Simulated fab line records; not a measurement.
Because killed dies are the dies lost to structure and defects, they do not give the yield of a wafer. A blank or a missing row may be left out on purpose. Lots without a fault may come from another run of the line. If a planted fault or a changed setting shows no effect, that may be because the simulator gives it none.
Which of the tools did it? || flow berkeley-cmos170 || 15 lots, 45 wafers sampled, at 3 steps of a route of 331

## WHAT EACH GAUGE READ, for each wafer
UCB170_PWELL_THK_MEAS_06. Usual: PWELL_NITRIDE_THK typically reads 221.0 nm, with standard deviation 1.6.
{"lot": "L221", "measured": "day 4 06:19", "on": "film-metro-04", "PWELL_NITRIDE_THK (nm)": "220.4 221.3 221.0", "flag": ""}
{"lot": "L220", "measured": "day 4 06:19", "on": "film-metro-02", "PWELL_NITRIDE_THK (nm)": "221.8 221.4 221.8", "flag": ""}
{"lot": "L223", "measured": "day 4 15:07", "on": "film-metro-01", "PWELL_NITRIDE_THK (nm)": "219.4 220.4 219.9", "flag": ""}
{"lot": "L226", "measured": "day 5 03:41", "on": "film-metro-04", "PWELL_NITRIDE_THK (nm)": "225.0 225.0 224.4", "flag": ""}
{"lot": "L225", "measured": "day 5 12:48", "on": "film-metro-01", "PWELL_NITRIDE_THK (nm)": "221.7 221.4 221.6", "flag": ""}
{"lot": "L228", "measured": "day 5 12:50", "on": "film-metro-01", "PWELL_NITRIDE_THK (nm)": "224.1 224.1 221.2", "flag": ""}
{"lot": "L229", "measured": "day 5 12:56", "on": "film-metro-02", "PWELL_NITRIDE_THK (nm)": "222.7 222.0 222.7", "flag": ""}
{"lot": "L230", "measured": "day 5 12:55", "on": "film-metro-01", "PWELL_NITRIDE_THK (nm)": "221.4 220.1 220.5", "flag": ""}
{"lot": "L231", "measured": "day 5 23:50", "on": "film-metro-04", "PWELL_NITRIDE_THK (nm)": "218.3 219.7 217.9", "flag": ""}
{"lot": "L232", "measured": "day 5 23:49", "on": "film-metro-01", "PWELL_NITRIDE_THK (nm)": "218.8 219.9 220.6", "flag": ""}
{"lot": "L233", "measured": "day 6 14:16", "on": "film-metro-02", "PWELL_NITRIDE_THK (nm)": "219.8 219.6 222.7", "flag": ""}
{"lot": "L234", "measured": "day 6 14:16", "on": "film-metro-04", "PWELL_NITRIDE_THK (nm)": "222.2 221.7 222.2", "flag": ""}
{"lot": "L235", "measured": "day 6 14:20", "on": "film-metro-04", "PWELL_NITRIDE_THK (nm)": "221.5 218.9 222.5", "flag": ""}
{"lot": "L236", "measured": "day 6 14:20", "on": "film-metro-02", "PWELL_NITRIDE_THK (nm)": "218.8 220.3 219.6", "flag": ""}
{"lot": "L241", "measured": "day 7 21:15", "on": "film-metro-04", "PWELL_NITRIDE_THK (nm)": "221.5 222.7 221.8", "flag": ""}

UCB170_WELLDRIVE_THK_MEAS_02. Usual: WELLDRIVE_OXIDE_THK typically reads 199 nm, with standard deviation 4.8.
{"lot": "L221", "measured": "day 4 19:27", "on": "film-metro-03", "WELLDRIVE_OXIDE_THK (nm)": "199 197 199", "flag": ""}
{"lot": "L220", "measured": "day 4 19:27", "on": "film-metro-02", "WELLDRIVE_OXIDE_THK (nm)": "202 200 203", "flag": ""}
{"lot": "L223", "measured": "day 5 07:08", "on": "film-metro-04", "WELLDRIVE_OXIDE_THK (nm)": "203 201 205", "flag": ""}
{"lot": "L226", "measured": "day 5 19:40", "on": "film-metro-02", "WELLDRIVE_OXIDE_THK (nm)": "199 195 200", "flag": ""}
{"lot": "L225", "measured": "day 6 05:28", "on": "film-metro-03", "WELLDRIVE_OXIDE_THK (nm)": "190 192 190", "flag": ""}
{"lot": "L228", "measured": "day 6 05:23", "on": "film-metro-02", "WELLDRIVE_OXIDE_THK (nm)": "190 193 187", "flag": ""}
{"lot": "L229", "measured": "day 6 05:27", "on": "film-metro-02", "WELLDRIVE_OXIDE_THK (nm)": "195 197 196", "flag": ""}
{"lot": "L230", "measured": "day 6 05:23", "on": "film-metro-03", "WELLDRIVE_OXIDE_THK (nm)": "192 190 195", "flag": ""}
{"lot": "L231", "measured": "day 6 14:31", "on": "film-metro-03", "WELLDRIVE_OXIDE_THK (nm)": "208 211 209", "flag": ""}
{"lot": "L232", "measured": "day 6 14:30", "on": "film-metro-04", "WELLDRIVE_OXIDE_THK (nm)": "207 206 206", "flag": ""}
{"lot": "L233", "measured": "day 7 05:57", "on": "film-metro-03", "WELLDRIVE_OXIDE_THK (nm)": "200 198 200", "flag": ""}
{"lot": "L234", "measured": "day 7 06:01", "on": "film-metro-03", "WELLDRIVE_OXIDE_THK (nm)": "197 196 194", "flag": ""}
{"lot": "L235", "measured": "day 7 05:59", "on": "film-metro-04", "WELLDRIVE_OXIDE_THK (nm)": "200 202 205", "flag": ""}
{"lot": "L236", "measured": "day 7 06:03", "on": "film-metro-04", "WELLDRIVE_OXIDE_THK (nm)": "202 203 207", "flag": ""}
{"lot": "L241", "measured": "day 8 07:36", "on": "film-metro-03", "WELLDRIVE_OXIDE_THK (nm)": "200 197 196", "flag": ""}

## EACH LOT AND THE TOOL THAT RAN IT (in order: tool; ch and the chambers of the sampled wafers; start)
{"lot": "L221", "UCB170_NWELL_STRIP_15": "plasma-asher-03 ch 0,1, day 3 08:12"}
{"lot": "L220", "UCB170_NWELL_STRIP_15": "plasma-asher-02 ch 0,1, day 3 08:28"}
{"lot": "L223", "UCB170_NWELL_STRIP_15": "plasma-asher-02 ch 0,1, day 3 20:07"}
{"lot": "L226", "UCB170_NWELL_STRIP_15": "plasma-asher-02 ch 0,1, day 4 09:07"}
{"lot": "L225", "UCB170_NWELL_STRIP_15": "plasma-asher-04 ch 0,1, day 4 09:26"}
{"lot": "L228", "UCB170_NWELL_STRIP_15": "plasma-asher-03 ch 0,1, day 4 15:34"}
{"lot": "L229", "UCB170_NWELL_STRIP_15": "plasma-asher-02 ch 0,1, day 4 15:37"}
{"lot": "L230", "UCB170_NWELL_STRIP_15": "plasma-asher-03 ch 0,1, day 4 15:50"}
{"lot": "L231", "UCB170_NWELL_STRIP_15": "plasma-asher-02 ch 0,1, day 5 04:07"}
{"lot": "L232", "UCB170_NWELL_STRIP_15": "plasma-asher-02 ch 0,1, day 5 04:23"}
{"lot": "L233", "UCB170_NWELL_STRIP_15": "plasma-asher-02 ch 0,1, day 5 15:11"}
{"lot": "L234", "UCB170_NWELL_STRIP_15": "plasma-asher-02 ch 0,1, day 5 15:19"}
{"lot": "L235", "UCB170_NWELL_STRIP_15": "plasma-asher-03 ch 0,1, day 5 23:10"}
{"lot": "L236", "UCB170_NWELL_STRIP_15": "plasma-asher-02 ch 0,1, day 5 23:28"}
{"lot": "L241", "UCB170_NWELL_STRIP_15": "plasma-asher-02 ch 0,1, day 7 02:58"}
- UCB170_NWELL_STRIP_15: strips in O2.

## AS READ BY THE TOOLS THEMSELVES (means over the sampled wafers that have a number; for cases with no such wafer, the mark the record gives instead)
UCB170_NWELL_STRIP_15. Usual: drypump-motor-current-A 6.0 A, standard deviation 0.36; o2-flow-sccm 400.1 sccm, standard deviation 1.2; oes-product-au 0.721 a.u., standard deviation 0.0045; strip-time-to-endpoint-s 18.05 s, standard deviation 0.074.
{"lot": "L221", "tool": "plasma-asher-03", "drypump-motor-current-A (A)": 6.1, "o2-flow-sccm (sccm)": 402.0, "oes-product-au (a.u.)": 0.728, "strip-time-to-endpoint-s (s)": 18.16, "flag": ""}
{"lot": "L220", "tool": "plasma-asher-02", "drypump-motor-current-A (A)": 6.3, "o2-flow-sccm (sccm)": 399.3, "oes-product-au (a.u.)": 0.718, "strip-time-to-endpoint-s (s)": 18.03, "flag": ""}
{"lot": "L223", "tool": "plasma-asher-02", "drypump-motor-current-A (A)": 6.3, "o2-flow-sccm (sccm)": 401.1, "oes-product-au (a.u.)": 0.724, "strip-time-to-endpoint-s (s)": 17.93, "flag": ""}
{"lot": "L226", "tool": "plasma-asher-02", "drypump-motor-current-A (A)": 6.3, "o2-flow-sccm (sccm)": 400.5, "oes-product-au (a.u.)": 0.718, "strip-time-to-endpoint-s (s)": 18.09, "flag": ""}
{"lot": "L225", "tool": "plasma-asher-04", "drypump-motor-current-A (A)": 5.4, "o2-flow-sccm (sccm)": 398.9, "oes-product-au (a.u.)": 0.721, "strip-time-to-endpoint-s (s)": 18.04, "flag": ""}
{"lot": "L228", "tool": "plasma-asher-03", "drypump-motor-current-A (A)": 6.1, "o2-flow-sccm (sccm)": 402.0, "oes-product-au (a.u.)": 0.717, "strip-time-to-endpoint-s (s)": 18.25, "flag": ""}
{"lot": "L229", "tool": "plasma-asher-02", "drypump-motor-current-A (A)": 6.3, "o2-flow-sccm (sccm)": 398.8, "oes-product-au (a.u.)": 0.721, "strip-time-to-endpoint-s (s)": 18.03, "flag": ""}
{"lot": "L230", "tool": "plasma-asher-03", "drypump-motor-current-A (A)": 5.9, "o2-flow-sccm (sccm)": 399.7, "oes-product-au (a.u.)": 0.719, "strip-time-to-endpoint-s (s)": 17.97, "flag": ""}
{"lot": "L231", "tool": "plasma-asher-02", "drypump-motor-current-A (A)": 6.2, "o2-flow-sccm (sccm)": 400.1, "oes-product-au (a.u.)": 0.720, "strip-time-to-endpoint-s (s)": 18.15, "flag": ""}
{"lot": "L232", "tool": "plasma-asher-02", "drypump-motor-current-A (A)": 6.3, "o2-flow-sccm (sccm)": 399.2, "oes-product-au (a.u.)": 0.721, "strip-time-to-endpoint-s (s)": 18.03, "flag": ""}
{"lot": "L233", "tool": "plasma-asher-02", "drypump-motor-current-A (A)": 6.3, "o2-flow-sccm (sccm)": 399.2, "oes-product-au (a.u.)": 0.719, "strip-time-to-endpoint-s (s)": 18.05, "flag": ""}
{"lot": "L234", "tool": "plasma-asher-02", "drypump-motor-current-A (A)": 6.1, "o2-flow-sccm (sccm)": 400.2, "oes-product-au (a.u.)": 0.720, "strip-time-to-endpoint-s (s)": 18.00, "flag": ""}
{"lot": "L235", "tool": "plasma-asher-03", "drypump-motor-current-A (A)": 6.1, "o2-flow-sccm (sccm)": 400.5, "oes-product-au (a.u.)": 0.721, "strip-time-to-endpoint-s (s)": 18.00, "flag": ""}
{"lot": "L236", "tool": "plasma-asher-02", "drypump-motor-current-A (A)": 6.3, "o2-flow-sccm (sccm)": 399.6, "oes-product-au (a.u.)": 0.723, "strip-time-to-endpoint-s (s)": 18.04, "flag": ""}
{"lot": "L241", "tool": "plasma-asher-02", "drypump-motor-current-A (A)": 6.3, "o2-flow-sccm (sccm)": 399.2, "oes-product-au (a.u.)": 0.723, "strip-time-to-endpoint-s (s)": 18.10, "flag": ""}

## THE ANSWER, worked out from the rows above alone
Rule: a lot is off if the mean of its wafers that have a number lies more than 3 standard deviations from the usual mean. Also off: a lot with no number at a reading for which 4 or more lots have one. Where the step has rows for the other lots, those lots are counted as sound. First the gauges in route order, then the tools' own readings, where a lot's mean is used as printed above. The first step at which some lot is off is used, and at that step the reading that is off furthest; a lot without a number counts as furthest.
No lot is off at any reading shown: from this, nothing can be told.

## WHAT WAS PUT IN BY THE SIMULATOR
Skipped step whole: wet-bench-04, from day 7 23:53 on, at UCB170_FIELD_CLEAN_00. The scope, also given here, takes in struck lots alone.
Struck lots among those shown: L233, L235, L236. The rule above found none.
